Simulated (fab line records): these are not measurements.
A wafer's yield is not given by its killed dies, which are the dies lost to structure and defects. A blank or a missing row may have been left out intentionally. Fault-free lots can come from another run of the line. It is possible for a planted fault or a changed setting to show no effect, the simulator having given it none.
fab line records -- flow berkeley_cmos170 -- part 1 of 2: steps 1 to 26 of 37
record: lots: 5, wafers: 15, last_day: 13
route steps=331 shown GATE@129 PLDD@145 NLDD@158
lots untouched by any fault: they come from a run of this same line in which no faults occurred
start_h: hours from the record's opening day to when the first of the lot's shown wafers began -- wait_h: hours since the lot's step before -- " the same as in the row above -- L1.1+2: a single row standing in for several wafers -- - no value, or no start given -- * or withheld: withheld -- < > ~ a bound
route shown NAME@n: NAME is a module with steps in the file, n the number in the route of the first one -- usual: mean/standard deviation of fault-free wafers -- same: alike in all rows -- chamber/n: place in a boat -- sites: the reading at each site -- _std_site: their standard deviation -- _edge_site: inner sites' mean taken away from outer sites' mean -- radius_mm: how far each site lies from the wafer's centre -- mask NAME#n: copy n -- behind: the last tool/chamber to shape the wafer -- hold: why the lot was held/for how many hours/how that ended -- device: which transistor (n, p or np) failed to switch -- end of line: tests of these same wafers at the route's end -- step lacking rows: just its recipe -- killed: at the first sort, the dies lost to defects and structure; wafer yield is something else -- map: a wafer's dies, x killed, . not, _ none there
set.NAME: the setting that was run; set.NAME@STEP: the one run at that earlier step -- model.NAME: the simulator's own value behind a step, which no gauge read
a table for each step, a row for each wafer; lots at some steps of the route
services: when a tool's chamber went out of use (start_h, in hours from the record's first day, below 0 if earlier), for how many hours, and the reason
== steps ==
step: UCB170_GATE_ANNEAL_03
recipe: temp_c: 900, time_s: 1800, ambient: N2
usual: tube_center_temp_C_max: 902.3/0.33
lot.wafer,tool,chamber,start_h,wait_h,tube_center_temp_C_max
L076.2,furnace-02,0,165.71,4.5,902.9
L076.3,furnace-02,0,165.71,4.5,902.2
L076.5,furnace-02,0,165.71,4.5,901.7
L081.2,furnace-01,0,177.33,2.6,902.5
L081.3,furnace-01,0,177.33,2.6,902.0
L081.5,furnace-01,0,177.33,2.6,902.3
L090.1,furnace-04,0,225.45,3.9,901.9
L090.3,furnace-04,0,225.45,3.9,901.9
L090.6,furnace-04,0,225.45,3.9,902.2
L093.1,furnace-01,0,241.66,4.1,902.3
L093.2,furnace-01,0,241.66,4.1,902.6
L093.5,furnace-01,0,241.66,4.1,902.9
L094.2,furnace-02,0,254.05,4.4,902.1
L094.4,furnace-02,0,254.05,4.4,902.0
L094.6,furnace-02,0,254.05,4.4,903.1
step: UCB170_GATE_CVD_04
recipe: material: poly-Si, temp_c: 610, precursor: SiH4, time_s: 1440, pressure_mtorr: 375, target_thk_nm: 214, sih4_flow_sccm: 120
lot.wafer,tool,chamber,start_h,wait_h
L076.2+3+5,lpcvd-01,0,167.21,0.0
L081.2+3+5,lpcvd-01,0,178.83,0.0
L090.1+3+6,lpcvd-02,0,226.95,0.0
L093.1+2+5,lpcvd-01,1,243.16,0.0
L094.2+4+6,lpcvd-01,0,255.55,0.0
step: UCB170_GATE_THK_MEAS_05
recipe: reads: poly-Si_of_GATE_CVD_04
usual: GATE_POLY_THK: 214.1/1.6
lot.wafer,tool,chamber,start_h,wait_h,GATE_POLY_THK[nm]
L076.2,film_metro-01,-,168.62,0.0,212.7
L076.3,film_metro-01,-,168.62,0.0,213.0
L076.5,film_metro-01,-,168.62,0.0,214.9
L081.2,film_metro-02,-,180.30,0.1,214.5
L081.3,film_metro-02,-,180.30,0.1,212.5
L081.5,film_metro-02,-,180.30,0.1,213.3
L090.1,film_metro-04,-,228.35,0.0,217.6
L090.3,film_metro-04,-,228.35,0.0,217.6
L090.6,film_metro-04,-,228.35,0.0,218.1
L093.1,film_metro-04,-,244.56,0.0,213.2
L093.2,film_metro-04,-,244.56,0.0,212.0
L093.5,film_metro-04,-,244.56,0.0,214.1
L094.2,film_metro-01,-,256.96,0.0,214.2
L094.4,film_metro-01,-,256.96,0.0,212.3
L094.6,film_metro-01,-,256.96,0.0,214.1
step: UCB170_GATE_COAT_06
recipe: resist: BARC, temp_c: withheld, time_s: withheld, spin_rpm: 3000, resist_thk_nm: withheld
usual: exhaust_pa: 45.0/0.94
lot.wafer,tool,chamber,start_h,wait_h,exhaust_pa
L076.2,litho_track-03,0,168.86,0.2,47.7
L076.3,litho_track-03,0,168.86,0.2,46.2
L076.5,litho_track-03,0,168.86,0.2,46.5
L081.2,litho_track-04,0,180.57,0.3,46.6
L081.3,litho_track-04,0,180.57,0.3,45.7
L081.5,litho_track-04,0,180.57,0.3,46.1
L090.1,litho_track-04,0,228.41,0.1,44.8
L090.3,litho_track-04,0,228.41,0.1,45.0
L090.6,litho_track-04,0,228.41,0.1,46.2
L093.1,litho_track-03,0,244.80,0.2,44.8
L093.2,litho_track-03,0,244.80,0.2,42.8
L093.5,litho_track-03,0,244.80,0.2,43.5
L094.2,litho_track-04,0,257.46,0.5,44.8
L094.4,litho_track-04,0,257.46,0.5,45.7
L094.6,litho_track-04,0,257.46,0.5,46.1
step: UCB170_GATE_COAT_07
recipe: resist: KrF, spin_rpm: 1500, resist_thk_nm: 900
usual: exhaust_pa: 45.0/0.82
lot.wafer,tool,chamber,start_h,wait_h,exhaust_pa
L076.2,litho_track-03,0,-,-,43.3
L076.3,litho_track-03,0,-,-,43.8
L076.5,litho_track-03,0,-,-,44.7
L081.2,litho_track-04,0,-,-,45.6
L081.3,litho_track-04,0,-,-,44.4
L081.5,litho_track-04,0,-,-,45.0
L090.1,litho_track-04,0,-,-,46.6
L090.3,litho_track-04,0,-,-,45.5
L090.6,litho_track-04,0,-,-,44.5
L093.1,litho_track-03,0,-,-,44.0
L093.2,litho_track-03,0,-,-,45.2
L093.5,litho_track-03,0,-,-,44.2
L094.2,litho_track-04,0,-,-,45.4
L094.4,litho_track-04,0,-,-,44.6
L094.6,litho_track-04,0,-,-,44.0
step: UCB170_GATE_SOFTBAKE_08
recipe: resist: KrF, temp_c: 130, time_s: 60
usual: exhaust_pa: 45.0/0.89
lot.wafer,tool,chamber,start_h,wait_h,exhaust_pa
L076.2,litho_track-03,0,-,-,46.2
L076.3,litho_track-03,0,-,-,45.7
L076.5,litho_track-03,0,-,-,44.5
L081.2,litho_track-04,0,-,-,46.4
L081.3,litho_track-04,0,-,-,45.9
L081.5,litho_track-04,0,-,-,45.7
L090.1,litho_track-04,0,-,-,45.1
L090.3,litho_track-04,0,-,-,44.6
L090.6,litho_track-04,0,-,-,45.0
L093.1,litho_track-03,0,-,-,44.7
L093.2,litho_track-03,0,-,-,43.9
L093.5,litho_track-03,0,-,-,44.7
L094.2,litho_track-04,0,-,-,45.6
L094.4,litho_track-04,0,-,-,44.4
L094.6,litho_track-04,0,-,-,45.1
step: UCB170_GATE_EXPOSE_09
recipe: mask_id: POLY, target_cd_nm: 350, na: 0.5, sigma_outer: 0.6, source_shape: conventional, dose_mj: 21
usual: reticle_temp_C: 23.03/0.11
lot.wafer,tool,chamber,start_h,wait_h,mask,reticle_temp_C
L076.2,krf_scanner-02,0,169.51,-,POLY#0,23.07
L076.3,krf_scanner-02,0,169.51,-,POLY#0,23.17
L076.5,krf_scanner-02,0,169.51,-,POLY#0,23.11
L081.2,krf_scanner-02,0,181.01,-,POLY#0,23.03
L081.3,krf_scanner-02,0,181.01,-,POLY#0,22.95
L081.5,krf_scanner-02,0,181.01,-,POLY#0,22.91
L090.1,krf_scanner-02,0,228.86,-,POLY#0,22.95
L090.3,krf_scanner-02,0,228.86,-,POLY#0,23.07
L090.6,krf_scanner-02,0,228.86,-,POLY#0,22.89
L093.1,krf_scanner-02,0,245.38,-,POLY#0,22.93
L093.2,krf_scanner-02,0,245.38,-,POLY#0,23.04
L093.5,krf_scanner-02,0,245.38,-,POLY#0,23.04
L094.2,krf_scanner-01,0,258.03,-,POLY#0,22.86
L094.4,krf_scanner-01,0,258.03,-,POLY#0,22.94
L094.6,krf_scanner-01,0,258.03,-,POLY#0,23.01
step: UCB170_GATE_PEB_10
recipe: peb_temp_c: 130, peb_time_s: withheld, resist: KrF
usual: exhaust_pa: 44.9/0.81
lot.wafer,tool,chamber,start_h,wait_h,exhaust_pa
L076.2,litho_track-03,0,169.76,0.2,44.4
L076.3,litho_track-03,0,169.76,0.2,44.5
L076.5,litho_track-03,0,169.76,0.2,45.6
L081.2,litho_track-03,0,181.33,0.3,44.9
L081.3,litho_track-03,0,181.33,0.3,45.5
L081.5,litho_track-03,0,181.33,0.3,45.2
L090.1,litho_track-03,0,228.97,0.1,45.2
L090.3,litho_track-03,0,228.97,0.1,44.2
L090.6,litho_track-03,0,228.97,0.1,45.2
L093.1,litho_track-02,0,246.20,0.8,44.4
L093.2,litho_track-02,0,246.20,0.8,44.8
L093.5,litho_track-02,0,246.20,0.8,45.4
L094.2,litho_track-04,0,258.64,0.6,44.0
L094.4,litho_track-04,0,258.64,0.6,44.2
L094.6,litho_track-04,0,258.64,0.6,45.5
step: UCB170_GATE_DEVELOP_11
recipe: developer: TMAH, develop_time_s: 45, resist: KrF, dev_temp_c: 21
usual: exhaust_pa: 45.1/0.84
lot.wafer,tool,chamber,start_h,wait_h,exhaust_pa
L076.2,litho_track-03,0,-,-,44.7
L076.3,litho_track-03,0,-,-,44.9
L076.5,litho_track-03,0,-,-,44.4
L081.2,litho_track-03,0,-,-,46.0
L081.3,litho_track-03,0,-,-,44.8
L081.5,litho_track-03,0,-,-,43.3
L090.1,litho_track-03,0,-,-,42.8
L090.3,litho_track-03,0,-,-,44.0
L090.6,litho_track-03,0,-,-,44.8
L093.1,litho_track-02,0,-,-,44.8
L093.2,litho_track-02,0,-,-,46.2
L093.5,litho_track-02,0,-,-,46.7
L094.2,litho_track-04,0,-,-,43.6
L094.4,litho_track-04,0,-,-,44.4
L094.6,litho_track-04,0,-,-,43.6
step: UCB170_GATE_CD_MEAS_12
recipe: target_cd_nm: 350
usual: cd_nm: 350.2/1.3
lot.wafer,tool,chamber,start_h,wait_h,cd_nm
L076.2,cd_sem-02,-,170.03,-,348.8
L076.3,cd_sem-02,-,170.03,-,348.3
L076.5,cd_sem-02,-,170.03,-,348.8
L081.2,cd_sem-02,-,181.64,-,350.7
L081.3,cd_sem-02,-,181.64,-,350.7
L081.5,cd_sem-02,-,181.64,-,352.8
L090.1,cd_sem-01,-,229.25,-,348.2
L090.3,cd_sem-01,-,229.25,-,349.3
L090.6,cd_sem-01,-,229.25,-,349.0
L093.1,cd_sem-01,-,246.48,-,347.2
L093.2,cd_sem-01,-,246.48,-,348.1
L093.5,cd_sem-01,-,246.48,-,349.7
L094.2,cd_sem-01,-,258.93,-,348.9
L094.4,cd_sem-01,-,258.93,-,349.7
L094.6,cd_sem-01,-,258.93,-,349.1
step: UCB170_GATE_OVL_MEAS_13
usual: GATE_OVL: -2/5.1
lot.wafer,tool,chamber,start_h,wait_h,GATE_OVL[nm]
L076.2,overlay-02,-,170.14,0.1,2
L076.3,overlay-02,-,170.14,0.1,-3
L076.5,overlay-02,-,170.14,0.1,-4
L081.2,overlay-02,-,181.75,0.1,-1
L081.3,overlay-02,-,181.75,0.1,1
L081.5,overlay-02,-,181.75,0.1,-1
L090.1,overlay-01,-,229.37,0.1,3
L090.3,overlay-01,-,229.37,0.1,-1
L090.6,overlay-01,-,229.37,0.1,-7
L093.1,overlay-02,-,246.60,0.1,-8
L093.2,overlay-02,-,246.60,0.1,-3
L093.5,overlay-02,-,246.60,0.1,-10
L094.2,overlay-02,-,259.03,0.1,-13
L094.4,overlay-02,-,259.03,0.1,-6
L094.6,overlay-02,-,259.03,0.1,-7
step: UCB170_GATE_ETCH_14
recipe: chemistry: N2/H2, target_depth_a: withheld, overetch_a: withheld, target: BARC, time_s: withheld, source_w: 500, bias_w: 100, pressure_mtorr: 30, n2_flow_sccm: 100, h2_flow_sccm: 200
usual: drypump_motor_current_A: 5.6/0.55, oes_product_au: 0.999/0.02, throttle_valve_pct: 13.35/0.14
lot.wafer,tool,chamber,start_h,wait_h,drypump_motor_current_A,oes_product_au,throttle_valve_pct
L076.2,rie_diel-02,2,170.17,0.0,6.2,1.021,13.45
L076.3,rie_diel-02,1,170.17,0.0,5.0,0.971,13.53
L076.5,rie_diel-02,2,170.17,0.0,6.2,1.020,13.45
L081.2,rie_diel-02,2,181.78,0.0,6.2,1.018,13.46
L081.3,rie_diel-02,1,181.78,0.0,5.0,0.971,13.54
L081.5,rie_diel-02,2,181.78,0.0,6.2,1.026,13.46
L090.1,rie_diel-02,0,229.40,0.0,5.8,0.982,13.34
L090.3,rie_diel-02,3,229.40,0.0,4.9,0.989,13.27
L090.6,rie_diel-02,0,229.40,0.0,5.8,0.979,13.34
L093.1,rie_diel-04,3,246.63,0.0,6.2,1.018,13.49
L093.2,rie_diel-04,2,246.63,0.0,6.1,1.024,13.44
L093.5,rie_diel-04,1,246.63,0.0,6.0,0.999,13.28
L094.2,rie_diel-04,2,259.06,0.0,6.0,1.036,13.43
L094.4,rie_diel-04,1,259.06,0.0,6.0,0.998,13.28
L094.6,rie_diel-04,3,259.06,0.0,6.2,1.025,13.48
step: UCB170_GATE_ETCH_15
recipe: chemistry: HBr/Cl2, target: poly-Si, stop_on: SiO2, over_etch_frac: 0.3, icp_w: 300, bias_w: 150, time_s: 56.3, pressure_mtorr: 15, HBr_flow_sccm: 150, Cl2_flow_sccm: 50, target_depth_a: 2782
usual: drypump_motor_current_A: 5.9/0.39, oes_product_au: 0.825/0.016, throttle_valve_pct: 26.49/0.3
lot.wafer,tool,chamber,start_h,wait_h,drypump_motor_current_A,oes_product_au,rf_hours_counter_h,throttle_valve_pct
L076.2,rie_si-02,0,170.21,-,6.2,0.834,87,26.61
L076.3,rie_si-02,3,170.21,-,5.3,0.817,43,26.69
L076.5,rie_si-02,3,170.21,-,5.3,0.828,-,26.72
L081.2,rie_si-01,0,181.82,-,6.3,0.815,4,26.01
L081.3,rie_si-01,2,181.82,-,5.4,0.804,16,26.52
L081.5,rie_si-01,1,181.82,-,6.0,0.849,-,26.09
L090.1,rie_si-01,2,229.45,-,5.4,0.813,16,26.52
L090.3,rie_si-01,3,229.45,-,6.4,0.848,1,26.82
L090.6,rie_si-01,3,229.45,-,6.4,0.851,-,26.81
L093.1,rie_si-01,0,246.68,-,6.3,0.802,4,26.00
L093.2,rie_si-01,3,246.68,-,6.4,0.844,1,26.82
L093.5,rie_si-01,3,246.68,-,6.4,0.847,-,26.83
L094.2,rie_si-01,2,259.10,-,5.4,0.803,16,26.52
L094.4,rie_si-01,1,259.10,-,6.0,0.804,0,26.06
L094.6,rie_si-01,0,259.10,-,6.3,0.808,-,26.00
step: UCB170_GATE_STRIP_16
recipe: chemistry: O2, power_w: 400, pressure_mtorr: 3500, platen_temp_c: withheld, o2_flow_sccm: 400, overash_fraction: 0.5
usual: drypump_motor_current_A: 5.5/0.47, o2_flow_sccm: 400.2/1.2, oes_product_au: 0.723/0.0047
lot.wafer,tool,chamber,start_h,wait_h,drypump_motor_current_A,o2_flow_sccm,oes_product_au,rf_hours_counter_h
L076.2,plasma_asher-01,0,170.26,0.0,5.2,398.8,0.725,45
L076.3,plasma_asher-01,0,170.26,0.0,5.2,399.6,0.732,-
L076.5,plasma_asher-01,0,170.26,0.0,5.1,400.0,0.726,-
L081.2,plasma_asher-01,1,181.87,0.0,5.6,397.0,0.724,46
L081.3,plasma_asher-01,1,181.87,0.0,5.6,398.7,0.727,-
L081.5,plasma_asher-01,1,181.87,0.0,5.6,397.1,0.725,-
L090.1,plasma_asher-04,0,229.49,0.0,5.4,398.8,0.721,52
L090.3,plasma_asher-04,1,229.49,0.0,5.0,400.9,0.726,-
L090.6,plasma_asher-04,0,229.49,0.0,5.4,401.8,0.719,-
L093.1,plasma_asher-02,0,246.73,0.0,6.2,401.6,0.714,44
L093.2,plasma_asher-02,1,246.73,0.0,5.1,400.5,0.722,44
L093.5,plasma_asher-02,1,246.73,0.0,5.1,400.2,0.720,-
L094.2,plasma_asher-01,0,259.15,0.0,5.2,402.5,0.721,55
L094.4,plasma_asher-01,0,259.15,0.0,5.2,401.8,0.723,-
L094.6,plasma_asher-01,1,259.15,0.0,5.6,402.0,0.724,-
step: UCB170_GATE_CD_MEAS_90
recipe: target_cd_nm: 350
usual: cd_nm: 349.9/1.2
lot.wafer,tool,chamber,start_h,wait_h,cd_nm
L076.2,cd_sem-02,-,170.51,0.2,348.9
L076.3,cd_sem-02,-,170.51,0.2,348.0
L076.5,cd_sem-02,-,170.51,0.2,348.8
L081.2,cd_sem-02,-,182.12,0.2,350.0
L081.3,cd_sem-02,-,182.12,0.2,350.0
L081.5,cd_sem-02,-,182.12,0.2,352.1
L090.1,cd_sem-01,-,229.59,0.1,349.0
L090.3,cd_sem-01,-,229.59,0.1,349.0
L090.6,cd_sem-01,-,229.59,0.1,348.8
L093.1,cd_sem-02,-,246.87,0.1,347.0
L093.2,cd_sem-02,-,246.87,0.1,349.0
L093.5,cd_sem-02,-,246.87,0.1,350.1
L094.2,cd_sem-02,-,259.30,0.1,349.6
L094.4,cd_sem-02,-,259.30,0.1,349.2
L094.6,cd_sem-02,-,259.30,0.1,348.6
step: UCB170_GATE_CLEAN_17
recipe: chemistry: SPM, temp_c: 120, time_s: 600
lot.wafer,tool,chamber,start_h,wait_h
L076.2+3+5,wet_bench-04,3,170.61,0.1
L081.2+3+5,wet_bench-04,1,182.22,0.1
L090.1+3+6,wet_bench-04,1,229.71,0.1
L093.1+2+5,wet_bench-04,0,246.99,0.1
L094.2+4+6,wet_bench-02,2,262.68,3.4
step: UCB170_PLDD_HMDS_00
recipe: prime_time_s: 60, prime_temp_c: 100
usual: exhaust_pa: 45.0/1
lot.wafer,tool,chamber,start_h,wait_h,exhaust_pa
L076.2,litho_track-02,0,170.81,0.0,45.8
L076.3,litho_track-02,0,170.81,0.0,45.1
L076.5,litho_track-02,0,170.81,0.0,46.5
L081.2,litho_track-01,0,182.55,0.2,45.7
L081.3,litho_track-01,0,182.55,0.2,46.0
L081.5,litho_track-01,0,182.55,0.2,45.3
L090.1,litho_track-01,0,229.89,0.0,43.4
L090.3,litho_track-01,0,229.89,0.0,43.8
L090.6,litho_track-01,0,229.89,0.0,44.4
L093.1,litho_track-02,0,247.69,0.0,44.0
L093.2,litho_track-02,0,247.69,0.0,43.1
L093.5,litho_track-02,0,247.69,0.0,44.5
L094.2,litho_track-03,0,263.35,0.5,43.6
L094.4,litho_track-03,0,263.35,0.5,46.0
L094.6,litho_track-03,0,263.35,0.5,44.7
step: UCB170_PLDD_COAT_01
recipe: resist: KrF, spin_rpm: 1500, resist_thk_nm: 900
usual: exhaust_pa: 45.1/0.93
lot.wafer,tool,chamber,start_h,wait_h,exhaust_pa
L076.2,litho_track-02,0,170.96,0.1,45.6
L076.3,litho_track-02,0,170.96,0.1,45.7
L076.5,litho_track-02,0,170.96,0.1,45.0
L081.2,litho_track-01,0,182.70,0.1,44.7
L081.3,litho_track-01,0,182.70,0.1,45.0
L081.5,litho_track-01,0,182.70,0.1,45.0
L090.1,litho_track-01,0,230.04,0.1,46.2
L090.3,litho_track-01,0,230.04,0.1,45.3
L090.6,litho_track-01,0,230.04,0.1,45.5
L093.1,litho_track-02,0,247.84,0.1,43.0
L093.2,litho_track-02,0,247.84,0.1,44.9
L093.5,litho_track-02,0,247.84,0.1,43.4
L094.2,litho_track-03,0,263.50,0.1,45.1
L094.4,litho_track-03,0,263.50,0.1,44.4
L094.6,litho_track-03,0,263.50,0.1,46.0
step: UCB170_PLDD_SOFTBAKE_02
recipe: resist: KrF, temp_c: 130, time_s: 60
usual: exhaust_pa: 45.0/0.95
lot.wafer,tool,chamber,start_h,wait_h,exhaust_pa
L076.2,litho_track-02,0,171.11,0.1,46.6
L076.3,litho_track-02,0,171.11,0.1,46.2
L076.5,litho_track-02,0,171.11,0.1,45.8
L081.2,litho_track-01,0,182.85,0.1,44.7
L081.3,litho_track-01,0,182.85,0.1,43.9
L081.5,litho_track-01,0,182.85,0.1,45.1
L090.1,litho_track-01,0,230.19,0.1,45.0
L090.3,litho_track-01,0,230.19,0.1,45.6
L090.6,litho_track-01,0,230.19,0.1,47.2
L093.1,litho_track-02,0,247.99,0.1,45.5
L093.2,litho_track-02,0,247.99,0.1,46.3
L093.5,litho_track-02,0,247.99,0.1,43.7
L094.2,litho_track-03,0,263.65,0.1,45.2
L094.4,litho_track-03,0,263.65,0.1,45.5
L094.6,litho_track-03,0,263.65,0.1,45.7
step: UCB170_PLDD_EXPOSE_03
recipe: mask_id: PSELECT, na: 0.5, sigma_outer: 0.6, source_shape: conventional, target_cd_nm: 1200, dose_mj: 30
usual: reticle_temp_C: 22.99/0.097
lot.wafer,tool,chamber,start_h,wait_h,mask,reticle_temp_C
L076.2,krf_scanner-01,0,171.40,0.3,PSELECT#0,23.02
L076.3,krf_scanner-01,0,171.40,0.3,PSELECT#0,22.89
L076.5,krf_scanner-01,0,171.40,0.3,PSELECT#0,22.98
L081.2,krf_scanner-02,0,183.12,0.2,PSELECT#0,22.91
L081.3,krf_scanner-02,0,183.12,0.2,PSELECT#0,23.06
L081.5,krf_scanner-02,0,183.12,0.2,PSELECT#0,22.90
L090.1,krf_scanner-02,0,230.34,0.1,PSELECT#0,23.00
L090.3,krf_scanner-02,0,230.34,0.1,PSELECT#0,23.02
L090.6,krf_scanner-02,0,230.34,0.1,PSELECT#0,22.93
L093.1,krf_scanner-01,0,248.14,0.1,PSELECT#0,22.92
L093.2,krf_scanner-01,0,248.14,0.1,PSELECT#0,23.01
L093.5,krf_scanner-01,0,248.14,0.1,PSELECT#0,23.12
L094.2,krf_scanner-01,0,263.92,0.2,PSELECT#0,23.13
L094.4,krf_scanner-01,0,263.92,0.2,PSELECT#0,22.98
L094.6,krf_scanner-01,0,263.92,0.2,PSELECT#0,22.99
step: UCB170_PLDD_PEB_04
recipe: peb_temp_c: 130, peb_time_s: withheld, resist: KrF
usual: exhaust_pa: 44.9/1
lot.wafer,tool,chamber,start_h,wait_h,exhaust_pa
L076.2,litho_track-02,0,171.81,0.4,44.7
L076.3,litho_track-02,0,171.81,0.4,44.0
L076.5,litho_track-02,0,171.81,0.4,44.4
L081.2,litho_track-01,0,184.18,1.0,43.7
L081.3,litho_track-01,0,184.18,1.0,45.4
L081.5,litho_track-01,0,184.18,1.0,43.9
L090.1,litho_track-03,0,230.45,0.1,45.1
L090.3,litho_track-03,0,230.45,0.1,45.2
L090.6,litho_track-03,0,230.45,0.1,46.4
L093.1,litho_track-02,0,248.26,0.1,44.7
L093.2,litho_track-02,0,248.26,0.1,44.7
L093.5,litho_track-02,0,248.26,0.1,44.0
L094.2,litho_track-03,0,264.97,1.0,43.3
L094.4,litho_track-03,0,264.97,1.0,44.4
L094.6,litho_track-03,0,264.97,1.0,44.7
step: UCB170_PLDD_DEVELOP_05
recipe: developer: TMAH, develop_time_s: 45, resist: KrF, dev_temp_c: 21
usual: exhaust_pa: 45.1/0.89
lot.wafer,tool,chamber,start_h,wait_h,exhaust_pa
L076.2,litho_track-02,0,-,-,46.4
L076.3,litho_track-02,0,-,-,45.4
L076.5,litho_track-02,0,-,-,46.0
L081.2,litho_track-01,0,-,-,45.1
L081.3,litho_track-01,0,-,-,43.4
L081.5,litho_track-01,0,-,-,45.0
L090.1,litho_track-03,0,-,-,45.3
L090.3,litho_track-03,0,-,-,44.8
L090.6,litho_track-03,0,-,-,45.1
L093.1,litho_track-02,0,-,-,44.9
L093.2,litho_track-02,0,-,-,45.2
L093.5,litho_track-02,0,-,-,44.2
L094.2,litho_track-03,0,-,-,44.8
L094.4,litho_track-03,0,-,-,44.4
L094.6,litho_track-03,0,-,-,45.3
step: UCB170_PLDD_CD_MEAS_06
recipe: target_cd_nm: 1200
usual: cd_nm: 1199.8/1.3
lot.wafer,tool,chamber,start_h,wait_h,cd_nm
L076.2,cd_sem-02,-,172.14,-,1200.7
L076.3,cd_sem-02,-,172.14,-,1199.1
L076.5,cd_sem-02,-,172.14,-,1199.1
L081.2,cd_sem-02,-,184.45,-,1201.9
L081.3,cd_sem-02,-,184.45,-,1202.4
L081.5,cd_sem-02,-,184.45,-,1201.5
L090.1,cd_sem-01,-,230.73,-,1201.5
L090.3,cd_sem-01,-,230.73,-,1198.4
L090.6,cd_sem-01,-,230.73,-,1200.3
L093.1,cd_sem-01,-,248.54,-,1198.2
L093.2,cd_sem-01,-,248.54,-,1198.2
L093.5,cd_sem-01,-,248.54,-,1197.9
L094.2,cd_sem-01,-,265.35,-,1199.8
L094.4,cd_sem-01,-,265.35,-,1200.3
L094.6,cd_sem-01,-,265.35,-,1199.4
step: UCB170_PLDD_OVL_MEAS_07
usual: PLDD_OVL: -4/4.6
lot.wafer,tool,chamber,start_h,wait_h,PLDD_OVL[nm]
L076.2,overlay-02,-,172.24,0.1,-7
L076.3,overlay-02,-,172.24,0.1,-3
L076.5,overlay-02,-,172.24,0.1,-5
L081.2,overlay-02,-,184.55,0.1,-9
L081.3,overlay-02,-,184.55,0.1,-1
L081.5,overlay-02,-,184.55,0.1,-3
L090.1,overlay-01,-,230.85,0.1,-7
L090.3,overlay-01,-,230.85,0.1,-9
L090.6,overlay-01,-,230.85,0.1,-2
L093.1,overlay-02,-,248.66,0.1,5
L093.2,overlay-02,-,248.66,0.1,3
L093.5,overlay-02,-,248.66,0.1,3
L094.2,overlay-01,-,265.45,0.1,1
L094.4,overlay-01,-,265.45,0.1,0
L094.6,overlay-01,-,265.45,0.1,0
step: UCB170_PLDD_IMPLANT_08
recipe: species: BF2, dose_cm2: 5e+13, energy_kev: 10, tilt_deg: 7, rotation_deg: 0
same: implant_ion_amu: 49
lot.wafer,tool,chamber,start_h,wait_h
L076.2+3+5,implanter-04,0,172.30,0.0
L081.2+3+5,implanter-04,0,184.61,0.0
L090.1+3+6,implanter-03,0,230.89,0.0
L093.1+2+5,implanter-02,0,248.69,0.0
L094.2+4+6,implanter-02,0,265.51,0.0
step: UCB170_PLDD_IMPLANT_09
recipe: species: BF2, dose_cm2: 5e+13, energy_kev: 10, tilt_deg: 7, rotation_deg: 180
same: implant_ion_amu: 49
lot.wafer,tool,chamber,start_h,wait_h
L076.2+3+5,implanter-04,0,172.45,0.1
L081.2+3+5,implanter-04,0,184.76,0.1
L090.1+3+6,implanter-03,0,231.04,0.1
L093.1+2+5,implanter-02,0,248.84,0.1
L094.2+4+6,implanter-02,0,265.66,0.1
